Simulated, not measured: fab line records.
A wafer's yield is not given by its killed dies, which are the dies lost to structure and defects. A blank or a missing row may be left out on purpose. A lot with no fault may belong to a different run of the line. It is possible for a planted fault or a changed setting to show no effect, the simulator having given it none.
Which tool did it? -- flow berkeley-cmos170 -- at 1 step of a route of 331, 6 lots with 18 wafers sampled

== WHAT THE GAUGES READ, wafer by wafer ==
UCB170_NWELL_THK_MEAS_02.
lot,measured,on,NWELL_OXIDE_THK (nm)
L902,day 2 11:01,film-metro-01,26.8 26.7 26.9
L904,day 2 23:08,film-metro-03,26.0 25.7 26.0
L906,day 3 11:14,film-metro-02,26.2 25.9 26.1
L908,day 4 00:34,film-metro-02,25.8 26.0 26.2
L918,day 6 00:22,film-metro-02,26.7 26.2 26.7
L921,day 6 15:55,film-metro-01,26.7 26.7 26.5

== WHAT TOOL EACH LOT RAN ON (gives the tool, then ch and the chambers of the sampled wafers, and finally the start) ==
Before these readings, the record contains no process step.

== THE ANSWER, worked out from the rows above alone ==
Rule: usual is defined by the lots themselves. The widest of any qualifying gaps counts: lots, ordered by their means at a reading, are off when they make up no more than a third of the lots, leave a main group of 4 or more, and stand apart from it by 3 or more times the standard deviation of that group's means. If all means in a main group match to the digits the tables above print for the reading, that group is not used. A lot without any number at a reading at which 4 lots or more have one is off too. The other lots that the step has rows for count as sound.
Nothing can be told from this: no lot is off at any reading shown.

== WHAT WAS PUT IN BY THE SIMULATOR ==
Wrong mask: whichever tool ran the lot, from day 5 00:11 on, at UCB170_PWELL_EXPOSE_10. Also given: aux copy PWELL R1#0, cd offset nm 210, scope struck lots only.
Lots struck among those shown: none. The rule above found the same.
